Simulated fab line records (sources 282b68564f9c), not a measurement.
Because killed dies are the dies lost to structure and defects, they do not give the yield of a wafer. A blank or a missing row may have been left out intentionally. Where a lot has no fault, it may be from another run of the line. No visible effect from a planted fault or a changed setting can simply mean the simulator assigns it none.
Which of the tools did it? + flow ritCmos + Sampling: 6 lots, 18 wafers, 2 of 202 route steps

## WHAT THE GAUGES READ, wafer by wafer
RIT_FOX2_THK_MEAS_90.
| lot  | measured    | on           | FIELD_OXIDE_LEFT_1_THK (nm) |
|------|-------------|--------------|-----------------------------|
| L869 | day 2 02:07 | filmMetro-02 | 323 333 323                 |
| L871 | day 2 15:17 | filmMetro-02 | 324 316 320                 |
| L874 | day 3 06:12 | filmMetro-04 | 316 316 316                 |
| L884 | day 5 04:28 | filmMetro-04 | 293 289 291                 |
| L886 | day 5 14:52 | filmMetro-04 | 317 324 318                 |
| L890 | day 6 10:23 | filmMetro-04 | 326 325 332                 |

## TOOL THAT RAN EACH LOT (tool first, then ch and the chambers of the sampled wafers, then the start)
| lot  | RIT_FOX2_CLEAN_02             |
|------|-------------------------------|
| L869 | wetBench-02 ch 2, day 2 01:17 |
| L871 | wetBench-02 ch 1, day 2 14:28 |
| L874 | wetBench-04 ch 1, day 3 05:23 |
| L884 | wetBench-02 ch 1, day 5 03:35 |
| L886 | wetBench-04 ch 0, day 5 13:17 |
| L890 | wetBench-04 ch 1, day 6 09:29 |
- RIT_FOX2_CLEAN_02: cleans in dHF, time 180 s.

## THE ANSWER, worked out from the rows above alone
Rule: the lots themselves supply what counts as usual. The widest of any qualifying gaps counts: lots, ordered by their means at a reading, are off when they make up no more than a third of the lots, leave a main group of 4 or more, and stand apart from it by 3 or more times the standard deviation of that group's means. A main group is skipped when, at the precision printed for the reading in the tables above, its means are all equal. A lot without any number at a reading at which 4 lots or more have one is off too. The other lots that the step has rows for count as sound.
Off: L884, seen at RIT_FOX2_THK_MEAS_90 (FIELD_OXIDE_LEFT_1_THK). Main group: mean 322 nm, sd 4.4.
If a tool, at a process step before that reading, ran all the lots that are off and no sound lot after the first of them, it fits. The gauges at RIT_FOX2_THK_MEAS_90 are tried like those tools. One candidate fits, namely wetBench-02 at RIT_FOX2_CLEAN_02. A fault onset in the window from L871 (day 2 14:28, its last sound lot) to L884 (day 5 03:35, its first lot off) fits.

## WHAT THE SIMULATOR PUT IN
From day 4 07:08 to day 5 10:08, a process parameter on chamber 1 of wetBench-02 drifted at RIT_FOX2_CLEAN_02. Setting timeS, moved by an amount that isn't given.
Struck lots among those shown: L884. The same result came from the rule above.
